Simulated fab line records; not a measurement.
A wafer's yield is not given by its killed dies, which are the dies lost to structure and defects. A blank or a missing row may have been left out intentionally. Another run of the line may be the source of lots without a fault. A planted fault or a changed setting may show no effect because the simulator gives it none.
fab line records    flow rit-cmos
record lots=13  wafers=39  last-day=7
route steps=202 shown PSD@151 M1@202
lots that met no fault: taken from a fault-free run of the same line
start-h: hours from the record's first day to the start of the lot's first wafer shown    wait-h: hours elapsed since this lot's preceding step    " the same as in the row above    L1.1+2: one row covering several wafers at once    - no value, or no start given    * or withheld: withheld    < > ~ a bound
route shown NAME@n: NAME is a module with steps in the file, n the number in the route of the first one    usual: mean/standard deviation taken from wafers without a fault    same: alike in all rows    chamber/n: place in a boat    sites: per-site readings    _std_site: standard deviation across them    _edge_site: the outer-site mean with the inner-site mean subtracted    radius-mm: for every site, how far away it sits from the centre of the wafer    mask NAME#n: copy n    behind: tool/chamber where the wafer was last shaped    hold: why the lot went on hold/how many hours it stayed there/how the hold came to an end    device: names the non-switching transistor (n, p or np)    end of line: the tests these same wafers got at the end of their route    a step given without rows: its recipe and nothing more    killed: at the first sort, the dies lost to defects and structure; wafer yield is something else    map: dies across one wafer; x = killed, . = not, _ = none there
set.NAME: the setting that was run; set.NAME@STEP: the one run at that earlier step    model.NAME: the simulator's own value behind a step, which no gauge read
one table for each step of the route and one row for each wafer, over a sample of lots
services: a tool's chamber out of use, with start hour (start-h, from the record's first day; less than 0 if before it), hours out, and reason
## steps
# step RIT_PSD_STRIP_09
# recipe chemistry=O2  time-s=180  resist=NOVOLAK  platen-temp-c=withheld  power-w=500  pressure-mtorr=4000  o2-flow-sccm=4000
# usual drypump-motor-current-A=5.7/0.43  run-length-s=208.4/0.4
# same time-s=180
lot.wafer  tool             chamber  start-h  wait-h  drypump-motor-current-A  rf-hours-counter-h  run-length-s
L928.1     plasma-asher-04  1        55.50    0.1     6.1                      41                  208.1
L928.4     "                0        "        "       6.5                      -                   209.2
L928.5     "                1        "        "       6.1                      -                   208.2
L929.1     plasma-asher-01  0        58.33    0.1     5.7                      26                  208.6
L929.2     "                1        "        "       5.1                      26                  207.8
L929.5     "                1        "        "       5.1                      -                   208.0
L930.2     plasma-asher-01  0        61.32    0.1     5.6                      26                  208.5
L930.3     "                0        "        "       5.7                      -                   208.5
L930.6     "                0        "        "       5.6                      -                   208.6
L933.2     plasma-asher-03  0        78.10    0.1     5.7                      44                  117.8
L933.3     "                0        "        "       5.6                      -                   117.1
L933.5     "                0        "        "       5.7                      -                   117.1
L941.2     plasma-asher-01  1        121.86   0.1     5.1                      33                  207.9
L941.4     "                0        "        "       5.6                      -                   208.1
L941.6     "                0        "        "       5.7                      -                   208.2
L942.2     plasma-asher-04  1        126.18   0.1     6.1                      48                  208.3
L942.3     "                0        "        "       6.5                      -                   208.8
L942.5     "                0        "        "       6.5                      -                   208.7
L943.3     plasma-asher-01  0        129.45   0.1     5.6                      -                   208.2
L943.4     "                1        "        "       5.1                      -                   207.9
L943.5     "                1        "        "       5.2                      -                   207.9
L944.2     plasma-asher-04  1        135.11   0.1     6.1                      49                  208.3
L944.3     "                0        "        "       6.5                      -                   208.9
L944.6     "                1        "        "       6.1                      -                   208.4
L945.2     plasma-asher-03  1        140.19   0.1     5.5                      2                   208.6
L945.5     "                0        "        "       5.7                      -                   208.9
L945.6     "                1        "        "       5.6                      -                   208.3
L946.1     plasma-asher-03  0        144.12   0.1     5.6                      3                   209.4
L946.3     "                0        "        "       5.6                      -                   208.8
L946.4     "                1        "        "       5.5                      -                   208.5
L947.2     plasma-asher-03  0        150.04   0.1     5.7                      4                   208.8
L947.3     "                0        "        "       5.6                      -                   208.6
L947.4     "                1        "        "       5.6                      -                   208.4
L948.1     plasma-asher-01  0        156.26   0.1     5.7                      37                  208.6
L948.3     "                1        "        "       5.2                      -                   207.9
L948.5     "                0        "        "       5.7                      -                   208.3
L949.1     plasma-asher-01  0        161.40   0.1     5.7                      37                  208.3
L949.4     "                0        "        "       5.7                      -                   208.4
L949.5     "                0        "        "       5.6                      -                   208.3
# step RIT_M1_PROBE_99
# usual killed-at-contacts=0.1/0.23  killed-at-front-end=6.7/2.7  killed-dies=6.7/2.7  killed-on-rim=1.8/1.2  killed-open=3.2/1.8  killed-short=3.5/1.9
# same gross-dies=264  killed_at_M0_to_M3=0  killed_at_M4_up=0  killed-at-back-side=0  killed-at-other=0
lot.wafer  tool       chamber  start-h  wait-h  killed-at-contacts  killed-at-front-end  killed-dies  killed-on-rim  killed-open  killed-short
L933.2     prober-02  -        86.44    0.1     0                   264                  264          70             5            4
L933.3     prober-02  -        86.49    0.2     0                   264                  264          70             2            1
L933.5     prober-02  -        86.59    0.2     0                   264                  264          70             2            4
# killed by level:class
L933.2 SDANNEAL:area-rta=255 FOX1:geometric-particle:short=3 FOX1:geometric-particle:open=2 GATE:geometric-particle:open=2 ACTIVE:geometric-particle:short=1 SPACER:geometric-particle:open=1
L933.3 SDANNEAL:area-rta=261 GATE:geometric-particle:open=1 SPACER:geometric-particle:open=1 SPACER:geometric-particle:short=1
L933.5 SDANNEAL:area-rta=258 SPACER:geometric-particle:short=2 FOX1:geometric-particle:short=1 GATE:geometric-particle:short=1 SPACER:geometric-particle:open=1 SILICIDE:geometric-particle:open=1
## services
tool             chamber  start-h  hours  kind
plasma-asher-03  -        108.84   9.0    pm
plasma-asher-03  0        108.84   9.0    vent-cycle
plasma-asher-03  1        108.84   9.0    vent-cycle
plasma-asher-03  0        117.84   -      clean
plasma-asher-03  1        117.84   -      clean
## key
first-sign step=RIT_PSD_STRIP_09  reading=run-length-s  direction=down  sigmas=99+  usual=*  struck=*
effect step=RIT_M1_PROBE_99  reading=killed-at-front-end  direction=up  sigmas=96  usual=6.7  struck=264
more-kills-born-at RIT_SDANNEAL_RTA_03@rtp-anneal-01=774
met-at RIT_PSD_STRIP_09
struck-lots L933
later-rows-left-out L933.2,L933.3,L933.5
tester-left-out L933
fault kind=strip-aborted  tool=plasma-asher-03  chamber=-  onset-h=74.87  steps=RIT_PSD_STRIP_09  offset=0.35  end-h=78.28
# tester-left-out: of these lots the tester's yield and bins aren't shown, on N5 and GAA mostly nor the transistor test; their killed dies are dies lost to structure and defects alone, not to doping, threshold or leakage, so they don't give the yield
# later-rows-left-out: the simulator's readings of these wafers behind a module that went badly wrong aren't trusted and aren't shown, but for the sort
